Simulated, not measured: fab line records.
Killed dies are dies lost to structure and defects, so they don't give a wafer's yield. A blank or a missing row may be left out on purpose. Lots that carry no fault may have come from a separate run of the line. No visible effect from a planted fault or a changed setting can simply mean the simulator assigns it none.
fab line records -- flow ritCmos
[record] lots = 6, wafers = 18, lastDay = 7
route steps=202 shown ACTIVE@1 FOX1@20 FOX2@23 NWELL@28 M1@202
lots with no fault: from the same line, run without faults
startH: hours from the record's first day to the start of the lot's first wafer shown -- waitH: time in hours since the lot's previous step -- " same as the row above -- L1.1+2: a row that stands for several wafers -- - no value, or no start given -- * or withheld: withheld -- < > ~ a bound
route shown NAME@n: a module of which the file shows steps, and the number in the route of the first -- usual: mean/standard deviation taken from wafers without a fault -- same: alike in all rows -- chamber/n: place in a boat -- sites: each site's reading -- _std_site: how widely they spread, as a standard deviation -- _edge_site: outer sites' mean less inner sites' -- radiusMm: for every site, how far away it sits from the centre of the wafer -- mask NAME#n: copy n -- behind: the tool/chamber that last shaped the wafer -- hold: the reason the lot was held/the length of the hold in hours/how it ended -- device: whichever transistor did not switch (one of n, p or np) -- end of line: tests run on the same wafers once the route is complete -- for a step that has no rows: nothing shown but its recipe -- killed: count of dies lost to structure and defects at first sort (not the wafer's yield) -- map: a wafer's dies, x killed, . not, _ none there
set.NAME: the setting that was run; set.NAME@STEP: the one run at that earlier step -- model.NAME: the simulator's own value behind a step, which no gauge read
lots at selected steps of the route; one table per step, one row per wafer
services: a tool's chamber out of use, with start hour (startH, from the record's first day; less than 0 if before it), hours out, and reason
[[steps]]
[step RIT_ACTIVE_BOW_MEAS_00]
[recipe] mode = bow
[usual] INCOMING_BOW = 0/6.4
lot.wafer,tool,chamber,startH,waitH,INCOMING_BOW[um]
L473.1,filmMetro-03,-,10.00,-,-2
L473.2,filmMetro-03,-,10.00,-,-3
L473.4,filmMetro-03,-,10.00,-,-9
L480.1,filmMetro-02,-,45.00,-,-3
L480.4,filmMetro-02,-,45.00,-,-2
L480.5,filmMetro-02,-,45.00,-,6
L482.1,filmMetro-04,-,55.00,-,-6
L482.2,filmMetro-04,-,55.00,-,-6
L482.4,filmMetro-04,-,55.00,-,-19
L489.1,filmMetro-04,-,90.00,-,-2
L489.4,filmMetro-04,-,90.00,-,-8
L489.5,filmMetro-04,-,90.00,-,-1
L491.1,filmMetro-04,-,100.00,-,-8
L491.2,filmMetro-04,-,100.00,-,3
L491.3,filmMetro-04,-,100.00,-,3
L492.1,filmMetro-03,-,105.00,-,10
L492.2,filmMetro-03,-,105.00,-,-2
L492.5,filmMetro-03,-,105.00,-,-2
[step RIT_ACTIVE_OXIDATION_01]
[recipe] tempC = 1000, ambient = O2, targetThkA = 468, oxTimeS = 3360
[step RIT_ACTIVE_THK_MEAS_02]
[recipe] reads = SiO2_of_ACTIVE_OXIDATION_01
[usual] ACTIVE_OXIDE_THK = 46.9/0.97
lot.wafer,tool,chamber,startH,waitH,ACTIVE_OXIDE_THK[nm]
L473.1,filmMetro-04,-,12.05,0.0,45.7
L473.2,filmMetro-04,-,12.05,0.0,46.0
L473.4,filmMetro-04,-,12.05,0.0,46.6
L480.1,filmMetro-02,-,47.05,0.0,47.8
L480.4,filmMetro-02,-,47.05,0.0,46.5
L480.5,filmMetro-02,-,47.05,0.0,47.7
L482.1,filmMetro-02,-,57.92,0.0,47.9
L482.2,filmMetro-02,-,57.92,0.0,47.5
L482.4,filmMetro-02,-,57.92,0.0,48.1
L489.1,filmMetro-04,-,92.05,0.0,45.7
L489.4,filmMetro-04,-,92.05,0.0,46.7
L489.5,filmMetro-04,-,92.05,0.0,46.1
L491.1,filmMetro-04,-,103.08,0.0,47.8
L491.2,filmMetro-04,-,103.08,0.0,47.3
L491.3,filmMetro-04,-,103.08,0.0,48.0
L492.1,filmMetro-04,-,107.05,0.0,45.5
L492.2,filmMetro-04,-,107.05,0.0,45.4
L492.5,filmMetro-04,-,107.05,0.0,45.6
[step RIT_ACTIVE_CVD_03]
[recipe] material = Si3N4, targetThkNm = 150, tempC = 810, precursor = SiH2Cl2/NH3, timeS = 1500, pressureMtorr = 290.8, sih2cl2FlowSccm = 60, nh3FlowSccm = 150
[usual] zonePowerSourcePct = 22.0/2
lot.wafer,tool,chamber,startH,waitH,zonePowerSourcePct
L473.1,lpcvd-01,1,12.11,0.1,23.7
L473.2,lpcvd-01,1,12.11,0.1,24.0
L473.4,lpcvd-01,1,12.11,0.1,23.9
L480.1,lpcvd-02,1,47.11,0.1,23.1
L480.4,lpcvd-02,1,47.11,0.1,22.5
L480.5,lpcvd-02,1,47.11,0.1,22.8
L482.1,lpcvd-02,0,57.98,0.1,23.8
L482.2,lpcvd-02,0,57.98,0.1,23.8
L482.4,lpcvd-02,0,57.98,0.1,24.0
L489.1,lpcvd-01,0,92.11,0.1,18.9
L489.4,lpcvd-01,0,92.11,0.1,19.1
L489.5,lpcvd-01,0,92.11,0.1,19.1
L491.1,lpcvd-01,1,103.14,0.1,23.6
L491.2,lpcvd-01,1,103.14,0.1,23.0
L491.3,lpcvd-01,1,103.14,0.1,24.0
L492.1,lpcvd-01,0,107.11,0.1,19.1
L492.2,lpcvd-01,0,107.11,0.1,19.6
L492.5,lpcvd-01,0,107.11,0.1,19.3
[step RIT_ACTIVE_THK_MEAS_04]
[recipe] reads = Si3N4_of_ACTIVE_CVD_03
[usual] ACTIVE_NITRIDE_THK = 148.4/1.5
lot.wafer,tool,chamber,startH,waitH,ACTIVE_NITRIDE_THK[nm]
L473.1,filmMetro-02,-,13.53,0.0,146.0
L473.2,filmMetro-02,-,13.53,0.0,146.9
L473.4,filmMetro-02,-,13.53,0.0,147.7
L480.1,filmMetro-02,-,48.53,0.0,149.3
L480.4,filmMetro-02,-,48.53,0.0,149.1
L480.5,filmMetro-02,-,48.53,0.0,148.1
L482.1,filmMetro-03,-,59.40,0.0,146.4
L482.2,filmMetro-03,-,59.40,0.0,146.8
L482.4,filmMetro-03,-,59.40,0.0,147.3
L489.1,filmMetro-04,-,93.53,0.0,148.6
L489.4,filmMetro-04,-,93.53,0.0,148.5
L489.5,filmMetro-04,-,93.53,0.0,148.6
L491.1,filmMetro-03,-,104.55,0.0,147.4
L491.2,filmMetro-03,-,104.55,0.0,147.4
L491.3,filmMetro-03,-,104.55,0.0,146.6
L492.1,filmMetro-04,-,108.53,0.0,148.0
L492.2,filmMetro-04,-,108.53,0.0,146.6
L492.5,filmMetro-04,-,108.53,0.0,147.2
[step RIT_ACTIVE_HMDS_05]
[recipe] primeTimeS = 60, primeTempC = 140
[step RIT_ACTIVE_COAT_06]
[recipe] resist = NOVOLAK, spinRpm = 3250, resistThkNm = 1000
[step RIT_ACTIVE_SOFTBAKE_07]
[recipe] resist = NOVOLAK, tempC = 90, timeS = 60
[step RIT_ACTIVE_EXPOSE_08]
[recipe] maskId = M1, na = 0.6, sourceShape = conventional, sigmaOuter = 0.6, targetCdNm = 1400, doseMj = 225
[step RIT_ACTIVE_PEB_09]
[recipe] resist = NOVOLAK, tempC = withheld, timeS = withheld
[step RIT_ACTIVE_DEVELOP_10]
[recipe] resist = NOVOLAK, developTimeS = 50, devTempC = 23.75
[step RIT_ACTIVE_CD_MEAS_11]
[recipe] targetCdNm = 1400
[usual] cdNm = 1400.4/2.1
lot.wafer,tool,chamber,startH,waitH,cdNm
L473.1,cdSem-02,-,14.56,-,1399.9
L473.2,cdSem-02,-,14.56,-,1400.4
L473.4,cdSem-02,-,14.56,-,1398.5
L480.1,cdSem-02,-,49.56,-,1401.5
L480.4,cdSem-02,-,49.56,-,1401.6
L480.5,cdSem-02,-,49.56,-,1400.5
L482.1,cdSem-01,-,60.31,-,1403.6
L482.2,cdSem-01,-,60.31,-,1402.3
L482.4,cdSem-01,-,60.31,-,1401.7
L489.1,cdSem-01,-,94.56,-,1402.1
L489.4,cdSem-01,-,94.56,-,1401.0
L489.5,cdSem-01,-,94.56,-,1400.7
L491.1,cdSem-01,-,105.69,-,1398.7
L491.2,cdSem-01,-,105.69,-,1401.3
L491.3,cdSem-01,-,105.69,-,1397.8
L492.1,cdSem-02,-,109.56,-,1403.7
L492.2,cdSem-02,-,109.56,-,1406.1
L492.5,cdSem-02,-,109.56,-,1404.6
[step RIT_ACTIVE_HARDBAKE_12]
[recipe] resist = NOVOLAK, tempC = 140, timeS = 60
[step RIT_ACTIVE_ETCH_13]
[recipe] stopOn = SiO2, chemistry = SF6, target = Si3N4, timeS = 210, overEtchFrac = 0.4, SF6_flow_sccm = 200, pressureMtorr = 260, rfW = 125, targetDepthA = 2100
[usual] drypumpMotorCurrentA = 5.7/0.37, oesProductAu = 0.816/0.011, throttleValvePct = 7.50/0.12
lot.wafer,tool,chamber,startH,waitH,drypumpMotorCurrentA,oesProductAu,rfHoursCounterH,throttleValvePct
L473.1,rieDiel-03,1,14.88,0.1,6.0,0.810,127,7.64
L473.2,rieDiel-03,0,14.88,0.1,6.2,0.806,6,7.65
L473.4,rieDiel-03,3,14.88,0.1,6.0,0.823,50,7.25
L480.1,rieDiel-03,0,49.83,0.1,6.1,0.809,6,7.65
L480.4,rieDiel-03,2,49.83,0.1,5.1,0.826,3,7.52
L480.5,rieDiel-03,2,49.83,0.1,5.1,0.821,-,7.51
L482.1,rieDiel-01,3,60.58,0.1,5.6,0.802,87,7.57
L482.2,rieDiel-01,0,60.58,0.1,6.4,0.831,1,7.57
L482.4,rieDiel-01,2,60.58,0.1,5.4,0.787,125,7.25
L489.1,rieDiel-04,1,94.83,0.1,5.9,0.818,88,7.62
L489.4,rieDiel-04,3,94.83,0.1,6.0,0.816,154,7.43
L489.5,rieDiel-04,1,94.83,0.1,5.9,0.827,-,7.62
L491.1,rieDiel-04,3,106.15,0.1,6.0,0.813,154,7.44
L491.2,rieDiel-04,2,106.15,0.1,5.2,0.808,91,7.56
L491.3,rieDiel-04,1,106.15,0.1,5.9,0.815,88,7.63
L492.1,rieDiel-04,1,109.83,0.1,5.8,0.822,88,7.62
L492.2,rieDiel-04,2,109.83,0.1,5.1,0.809,91,7.57
L492.5,rieDiel-04,1,109.83,0.1,5.9,0.826,-,7.63
[step RIT_ACTIVE_STRIP_14]
[recipe] chemistry = O2, timeS = 180, resist = NOVOLAK, platenTempC = withheld, powerW = 500, pressureMtorr = 4000, o2FlowSccm = 4000
[usual] drypumpMotorCurrentA = 5.59/0.29
lot.wafer,tool,chamber,startH,waitH,drypumpMotorCurrentA,rfHoursCounterH
L473.1,plasmaAsher-03,0,15.01,0.1,5.55,37
L473.2,plasmaAsher-03,1,15.01,0.1,5.63,37
L473.4,plasmaAsher-03,0,15.01,0.1,5.54,-
L480.1,plasmaAsher-01,0,49.97,0.1,5.56,40
L480.4,plasmaAsher-01,0,49.97,0.1,5.56,-
L480.5,plasmaAsher-01,0,49.97,0.1,5.55,-
L482.1,plasmaAsher-01,0,60.71,0.1,5.56,42
L482.2,plasmaAsher-01,1,60.71,0.1,6.07,42
L482.4,plasmaAsher-01,1,60.71,0.1,6.06,-
L489.1,plasmaAsher-03,1,94.97,0.1,5.64,45
L489.4,plasmaAsher-03,0,94.97,0.1,5.55,-
L489.5,plasmaAsher-03,1,94.97,0.1,5.64,-
L491.1,plasmaAsher-01,0,106.29,0.1,5.55,46
L491.2,plasmaAsher-01,1,106.29,0.1,6.09,46
L491.3,plasmaAsher-01,0,106.29,0.1,5.56,-
L492.1,plasmaAsher-02,0,109.97,0.1,5.11,31
L492.2,plasmaAsher-02,1,109.97,0.1,5.69,31
L492.5,plasmaAsher-02,1,109.97,0.1,5.68,-
[step RIT_ACTIVE_CD_MEAS_90]
[recipe] targetCdNm = 1400
[usual] cdNm = 1400.4/2.1
lot.wafer,tool,chamber,startH,waitH,cdNm
L473.1,cdSem-01,-,15.19,0.1,1400.1
L473.2,cdSem-01,-,15.19,0.1,1400.5
L473.4,cdSem-01,-,15.19,0.1,1398.0
L480.1,cdSem-02,-,50.14,0.1,1401.6
L480.4,cdSem-02,-,50.14,0.1,1400.7
L480.5,cdSem-02,-,50.14,0.1,1400.8
L482.1,cdSem-01,-,60.88,0.1,1403.7
L482.2,cdSem-01,-,60.88,0.1,1402.5
L482.4,cdSem-01,-,60.88,0.1,1401.2
L489.1,cdSem-02,-,95.14,0.1,1402.1
L489.4,cdSem-02,-,95.14,0.1,1401.0
L489.5,cdSem-02,-,95.14,0.1,1400.3
L491.1,cdSem-01,-,106.46,0.1,1398.9
L491.2,cdSem-01,-,106.46,0.1,1401.1
L491.3,cdSem-01,-,106.46,0.1,1397.5
L492.1,cdSem-01,-,110.14,0.1,1403.3
L492.2,cdSem-01,-,110.14,0.1,1406.6
L492.5,cdSem-01,-,110.14,0.1,1404.5
[step RIT_ACTIVE_CLEAN_15]
[recipe] chemistry = SC1, mix = 3:3:50, timeS = 600, tempC = 75
[step RIT_ACTIVE_CLEAN_16]
[recipe] chemistry = dHF, dilution = 50:1, timeS = 30
[step RIT_ACTIVE_CLEAN_17]
[recipe] chemistry = SC2, mix = 3:3:50, timeS = 600, tempC = 75, dry = n2Spin
[step RIT_FOX1_OXIDATION_00]
[recipe] tempC = 1100, ambient = H2O, targetThkA = 3507, pH2oTorr = 720, oxTimeS = 1130
[step RIT_FOX1_THK_MEAS_01]
[recipe] reads = SiO2_of_FOX1_OXIDATION_00
[usual] FOX1_OXIDE_THK = 353/8.5
lot.wafer,tool,chamber,startH,waitH,FOX1_OXIDE_THK[nm]
L473.1,filmMetro-02,-,19.81,0.0,360
L473.2,filmMetro-02,-,19.81,0.0,356
L473.4,filmMetro-02,-,19.81,0.0,355
L480.1,filmMetro-03,-,54.48,0.0,361
L480.4,filmMetro-03,-,54.48,0.0,352
L480.5,filmMetro-03,-,54.48,0.0,359
L482.1,filmMetro-01,-,68.60,0.0,352
L482.2,filmMetro-01,-,68.60,0.0,350
L482.4,filmMetro-01,-,68.60,0.0,354
L489.1,filmMetro-01,-,99.71,0.0,350
L489.4,filmMetro-01,-,99.71,0.0,349
L489.5,filmMetro-01,-,99.71,0.0,348
L491.1,filmMetro-03,-,109.00,0.0,341
L491.2,filmMetro-03,-,109.00,0.0,351
L491.3,filmMetro-03,-,109.00,0.0,343
L492.1,filmMetro-01,-,113.21,0.0,357
L492.2,filmMetro-01,-,113.21,0.0,358
L492.5,filmMetro-01,-,113.21,0.0,357
[step RIT_FOX1_WET_ETCH_02]
[recipe] chemistry = BOE, targetDepthNm = 350, timeS = 390, tempC = 21.5, dry = n2Spin, dilution = 10:1, target = SiO2
[step RIT_FOX2_OXIDATION_00]
[recipe] tempC = 1100, ambient = H2O, targetThkA = 3507, pH2oTorr = 720, oxTimeS = 1130
[step RIT_FOX2_THK_MEAS_01]
[recipe] reads = SiO2_of_FOX2_OXIDATION_00
[usual] FOX2_OXIDE_THK = 350/6.2
lot.wafer,tool,chamber,startH,waitH,FOX2_OXIDE_THK[nm]
L473.1,filmMetro-01,-,21.31,0.0,349
L473.2,filmMetro-01,-,21.31,0.0,358
L473.4,filmMetro-01,-,21.31,0.0,355
L480.1,filmMetro-03,-,55.99,0.0,351
L480.4,filmMetro-03,-,55.99,0.0,348
L480.5,filmMetro-03,-,55.99,0.0,348
L482.1,filmMetro-03,-,70.09,0.0,348
L482.2,filmMetro-03,-,70.09,0.0,342
L482.4,filmMetro-03,-,70.09,0.0,348
L489.1,filmMetro-01,-,101.50,0.0,333
L489.4,filmMetro-01,-,101.50,0.0,332
L489.5,filmMetro-01,-,101.50,0.0,332
L491.1,filmMetro-01,-,111.64,0.0,353
L491.2,filmMetro-01,-,111.64,0.0,356
L491.3,filmMetro-01,-,111.64,0.0,355
L492.1,filmMetro-01,-,114.70,0.0,342
L492.2,filmMetro-01,-,114.70,0.0,334
L492.5,filmMetro-01,-,114.70,0.0,356
[step RIT_FOX2_CLEAN_02]
[recipe] chemistry = dHF, dilution = 50:1, timeS = 180
[step RIT_FOX2_WET_ETCH_03]
[recipe] chemistry = H3PO4, target = Si3N4, targetDepthNm = 195, tempC = 165, timeS = 2700
[step RIT_FOX2_THK_MEAS_90]
[recipe] reads = SiO2_of_FOX2_OXIDATION_00
[usual] FIELD_OXIDE_LEFT_1_THK = 323/6.2
lot.wafer,tool,chamber,startH,waitH,FIELD_OXIDE_LEFT_1_THK[nm]
L473.1,filmMetro-03,-,22.18,0.0,323
L473.2,filmMetro-03,-,22.18,0.0,331
L473.4,filmMetro-03,-,22.18,0.0,328
L480.1,filmMetro-01,-,56.94,0.0,324
L480.4,filmMetro-01,-,56.94,0.0,321
L480.5,filmMetro-01,-,56.94,0.0,322
L482.1,filmMetro-01,-,70.97,0.0,320
L482.2,filmMetro-01,-,70.97,0.0,314
L482.4,filmMetro-01,-,70.97,0.0,321
L489.1,filmMetro-03,-,102.38,0.0,306
L489.4,filmMetro-03,-,102.38,0.0,305
L489.5,filmMetro-03,-,102.38,0.0,305
L491.1,filmMetro-03,-,112.59,0.0,326
L491.2,filmMetro-03,-,112.59,0.0,329
L491.3,filmMetro-03,-,112.59,0.0,327
L492.1,filmMetro-04,-,115.65,0.0,316
L492.2,filmMetro-04,-,115.65,0.0,308
L492.5,filmMetro-04,-,115.65,0.0,329
[step RIT_NWELL_HMDS_00]
[recipe] primeTimeS = 62.45, primeTempC = 140
[step RIT_NWELL_COAT_01]
[recipe] resist = NOVOLAK, spinRpm = 2000, resistThkNm = 1300
[step RIT_NWELL_SOFTBAKE_02]
[recipe] resist = NOVOLAK, tempC = 90, timeS = 60
[step RIT_NWELL_EXPOSE_03]
[recipe] maskId = M2, na = 0.57, targetCdNm = 43900, doseMj = 250
[step RIT_NWELL_PEB_04]
[recipe] resist = NOVOLAK, tempC = withheld, timeS = withheld
[step RIT_NWELL_DEVELOP_05]
[recipe] resist = NOVOLAK, developTimeS = 68, devTempC = 23
[step RIT_M1_PROBE_99]
[usual] killedAtContacts = 0.1/0.23, killedAtFrontEnd = 6/3.1, killedDies = 6/3.1, killedOnRim = 1.7/1.3, killedOpen = 3.2/1.9, killedShort = 3.2/2.1
[same] grossDies = 264, killed_at_M0_to_M3 = 0, killed_at_M4_up = 0, killedAtBackSide = 0, killedAtOther = 0
lot.wafer,tool,chamber,startH,waitH,killedAtContacts,killedAtFrontEnd,killedDies,killedOnRim,killedOpen,killedShort
L473.1,prober-02,-,61.61,0.1,0,8,8,3,4,4
L473.2,prober-02,-,61.66,0.1,0,8,8,2,3,5
L473.4,prober-02,-,61.76,0.2,0,3,3,0,1,2
L480.1,prober-01,-,101.29,0.1,0,9,9,2,4,5
L480.4,prober-01,-,101.44,0.2,1,8,9,2,3,6
L480.5,prober-01,-,101.49,0.2,0,4,4,1,3,1
L482.1,prober-01,-,111.56,0.1,0,5,5,1,3,2
L482.2,prober-01,-,111.61,0.1,0,4,4,2,3,1
L482.4,prober-01,-,111.71,0.2,0,4,4,1,4,0
L489.1,prober-01,-,159.34,0.6,0,7,7,2,4,3
L489.4,prober-01,-,159.49,0.7,0,4,4,2,2,2
L489.5,prober-01,-,159.54,0.7,0,8,8,1,5,3
L492.1,prober-02,-,159.34,0.6,0,30,30,10,6,4
L492.2,prober-02,-,159.39,0.6,0,29,29,9,8,1
L492.5,prober-02,-,159.54,0.7,0,31,31,10,3,8
L491.1,prober-01,-,159.64,0.8,0,23,23,9,1,2
L491.2,prober-01,-,159.69,0.8,0,30,30,9,2,0
L491.3,prober-01,-,159.74,0.8,0,33,33,11,3,5
// killed by level:class
L473.1 GATE:geometricParticle:open=2 GATE:geometricParticle:short=2 REOX:geometricParticle:short=1 SPACER:geometricParticle:open=1 SILICIDE:geometricParticle:open=1 SILICIDE:geometricParticle:short=1
L473.2 GATE:geometricParticle:short=2 GATE:geometricParticle:open=2 REOX:geometricParticle:short=2 REOX:geometricParticle:open=1 SPACER:geometricParticle:short=1
L473.4 ACTIVE:geometricParticle:short=1 GATE:geometricParticle:short=1 REOX:geometricParticle:open=1
L480.1 GATE:geometricParticle:open=2 FOX1:geometricParticle:short=1 FOX1:geometricParticle:open=1 FOX2:geometricParticle:short=1 GATE:geometricParticle:short=1 REOX:geometricParticle:short=1 REOX:geometricParticle:open=1 SPACER:geometricParticle:short=1
L480.4 REOX:geometricParticle:short=3 FOX2:geometricParticle:short=2 FOX1:geometricParticle:open=1 GATE:geometricParticle:open=1 SPACER:geometricParticle:open=1 CONTACT:geometricParticle:short=1
L480.5 GATE:geometricParticle:open=2 FOX2:geometricParticle:open=1 GATE:geometricParticle:short=1
L482.1 GATE:geometricParticle:open=2 FOX2:geometricParticle:open=1 GATE:geometricParticle:short=1 SILICIDE:geometricParticle:short=1
L482.2 GATE:geometricParticle:open=3 GATE:geometricParticle:short=1
L482.4 GATE:geometricParticle:open=2 FOX1:geometricParticle:open=1 REOX:geometricParticle:open=1
L489.1 GATE:geometricParticle:short=3 GATE:geometricParticle:open=2 SPACER:geometricParticle:open=1 SILICIDE:geometricParticle:open=1
L492.1 ACTIVE:unspecified=20 GATE:geometricParticle:short=4 FOX1:geometricParticle:open=2 GATE:geometricParticle:open=2 REOX:geometricParticle:open=1 SILICIDE:geometricParticle:open=1
L492.2 ACTIVE:unspecified=20 GATE:geometricParticle:open=3 FOX1:geometricParticle:open=2 SILICIDE:geometricParticle:open=2 GATE:geometricParticle:short=1 REOX:geometricParticle:open=1
L489.4 GATE:geometricParticle:short=2 GATE:geometricParticle:open=1 SILICIDE:geometricParticle:open=1
L489.5 SPACER:geometricParticle:open=3 SILICIDE:geometricParticle:short=2 GATE:geometricParticle:short=1 GATE:geometricParticle:open=1 REOX:geometricParticle:open=1
L492.5 ACTIVE:unspecified=20 GATE:geometricParticle:short=3 REOX:geometricParticle:open=2 REOX:geometricParticle:short=2 SPACER:geometricParticle:short=2 FOX1:geometricParticle:short=1 SILICIDE:geometricParticle:open=1
L491.1 ACTIVE:unspecified=20 FOX1:geometricParticle:short=1 GATE:geometricParticle:open=1 SILICIDE:geometricParticle:short=1
L491.2 ACTIVE:unspecified=28 FOX1:geometricParticle:open=1 GATE:geometricParticle:open=1
L491.3 ACTIVE:unspecified=25 GATE:geometricParticle:short=2 REOX:geometricParticle:short=2 FOX1:geometricParticle:short=1 FOX2:geometricParticle:open=1 REOX:geometricParticle:open=1 SILICIDE:geometricParticle:open=1
// map L491.3 (x killed, . not)
________......._______
_____.............____
____.............x.___
___...........x.xxxx__
__..............xxxxx_
__.............xxxxxx_
_.............x.xxxxxx
_.................xxxx
_..................x..
_....................x
__..................._
__.............x....._
___.................__
____......x........___
_____............x____
________......._______
// map L492.5 (x killed, . not)
________.xxxxxx_______
_____.....xxxxxxx.____
____.....xxxxxxx...___
___.x.....x..x......__
__........x...x......_
__..................._
_................x....
_........x............
_.................x...
_................x....
__..............x...._
__..................._
___.................__
____....x..........___
_____.............____
________......._______
[[services]]
tool,chamber,startH,hours,kind
rieDiel-04,1,-2.67,4.2,repair
rieDiel-04,-,2.46,1.0,repair
rieDiel-01,2,31.04,11.4,repair
plasmaAsher-03,-,44.25,10.6,repair
plasmaAsher-02,-,48.76,7.4,repair
rieDiel-01,-,57.34,0.4,repair
rieDiel-03,1,65.39,15.9,repair
rieDiel-04,1,68.21,5.2,repair
rieDiel-03,1,90.83,2.7,repair
rieDiel-01,-,94.66,28.1,pm
plasmaAsher-02,-,97.46,1.3,repair
plasmaAsher-03,-,108.75,9.0,pm
plasmaAsher-03,0,108.75,9.0,ventCycle
plasmaAsher-03,1,108.75,9.0,ventCycle
[[key]]
[firstSign] step = RIT_M1_PROBE_99, reading = killedAtFrontEnd, direction = up, sigmas = 7.4, usual = 6, struck = 29
[effect] step = RIT_M1_PROBE_99, reading = killedDies, direction = up, sigmas = 7.4, usual = 6, struck = 29
metAt RIT_ACTIVE_CVD_03
struckWafers L491.1,L491.2,L491.3,L492.1,L492.2,L492.5
testerLeftOut L491,L492
onsetBetween 92.11 103.14
alsoFits time
[fault] kind = chamberParticleSource, tool = lpcvd-01, chamber = -, onsetH = 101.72, steps = RIT_ACTIVE_CVD_03, ratePerVisitCm2 = 0.85971, endH = 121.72
// testerLeftOut: of these lots the tester's yield and bins aren't shown, on N5 and GAA mostly nor the transistor test; their killed dies are dies lost to structure and defects alone, not to doping, threshold or leakage, so they don't give the yield
